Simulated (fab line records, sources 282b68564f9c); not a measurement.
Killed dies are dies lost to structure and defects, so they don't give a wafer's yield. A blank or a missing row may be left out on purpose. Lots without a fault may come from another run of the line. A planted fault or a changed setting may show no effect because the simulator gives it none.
Problem report in the 8D (eight disciplines) form, filled by code | flow rit_cmos | the parts of the form that need people (team, actions taken, sign-off) are left out

1. THE PROBLEM
CONTACT_TEOS_THK at RIT_CONTACT_THK_MEAS_01 reads a mean of 348 nm on 1 wafer of 1 lot; wafers without a fault read 401 nm with a standard deviation of 5.9. That is -9.0 standard deviations from the usual mean.
First seen on wafer L882.4, day 8 06:16, on film_metro-01. The record holds 39 wafers of 13 lots with a number at this step. Rule for "out", or "out of limits": more than 4 standard deviations from the usual mean. The other wafers with a number count as sound.

2. WHAT IT IS AND WHAT IT IS NOT
question                    | is               | is not
which readings at this step | CONTACT_TEOS_THK | -
which lots                  | L882             | L862, L863, L864, L865, L866, L867, L868, L869, L870, L883, L884, L885
which wafers of those lots  | L882.4           | L882.1, L882.6
read on which gauges        | film_metro-01    | film_metro-02, film_metro-03
when                        | from day 8 06:16 | up to then (32 sound wafers); but 6 sound wafers of L884, L885 came after

3. SUSPECTS, AND WHAT RULES EACH OUT
Counting: a tool at a process step up to the reading stays a suspect if it ran every lot that is out. Sound lots after the first of them don't rule it out here, since some wafers of a struck lot are sound.
- the gauge at RIT_CONTACT_THK_MEAS_01: ruled out. All the wafers that are out were read on film_metro-01, but those of them that RIT_CONTACT_CVD_00 has rows for are out there too, on other tools.
- plasma_asher-02 at RIT_PRETRO_STRIP_09 (strips in O2, time 180 s): kept. It ran the lot that is out, L882 (day 6 22:58).
- pecvd-03 at RIT_CONTACT_CVD_00 (deposits SiO2 from TEOS, target thk 400 nm, time 61 s): kept. It ran the lot that is out, L882 (day 8 06:13); its last sound lot up to then is L868 (day 4 16:13). Its own readings are out on those wafers: rf_fwd_power_W.
- Within plasma_asher-02 at RIT_PRETRO_STRIP_09: the wafers that are out ran in chamber 1; their sound lot-mates ran in chamber 0.
- Within pecvd-03 at RIT_CONTACT_CVD_00: the wafers that are out ran in chamber 0; their sound lot-mates ran in chambers 1, 2.
Left after counting: plasma_asher-02 at RIT_PRETRO_STRIP_09, pecvd-03 at RIT_CONTACT_CVD_00.

4. THE CAUSE (what the simulator had put in)
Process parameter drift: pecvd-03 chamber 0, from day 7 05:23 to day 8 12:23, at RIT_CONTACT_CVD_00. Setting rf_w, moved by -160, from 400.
Counting left 2 suspects, and this tool is among them.

5. THE CHAIN OF EFFECTS, in route order
Each row: a reading whose mean over the struck wafers that have a number lies more than 3 standard deviations from the usual. Only readings for which the record gives a usual standard deviation are gone through. hours: the time from each lot's start at the first step in this table that gives one to its start at this step, as a median over the lots. sigmas: the change in usual standard deviations.
hours | step                    | reading          | usual   | on struck wafers | change | sigmas
0     | RIT_CONTACT_CVD_00      | rf_fwd_power_W   | 396.1 W | 237.1            | -159.0 | -88
0     | RIT_CONTACT_THK_MEAS_01 | CONTACT_TEOS_THK | 401 nm  | 348              | -53    | -9.0
The process steps in it:
- RIT_CONTACT_CVD_00: deposits SiO2 from TEOS, target thk 400 nm, time 61 s.
Later measuring or inspecting steps at which every struck wafer that the step has a row for has a number for every such reading, and none has moved that far: RIT_CONTACT_OVL_MEAS_09.

6. WHAT WOULD HAVE CAUGHT IT SOONER
In this record the first reading out of limits at a measuring or inspecting step was taken at day 8 06:16, 25 hours after the fault began at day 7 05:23.
The tool's own readings at RIT_CONTACT_CVD_00 were out on every struck wafer that the step has a row for (rf_fwd_power_W): an alarm limit on them would have fired on the first of those.
All the lots that are out (1) had begun RIT_CONTACT_CVD_00 on pecvd-03 by day 8 06:16. A hold on the tool at that time would have spared none of them.
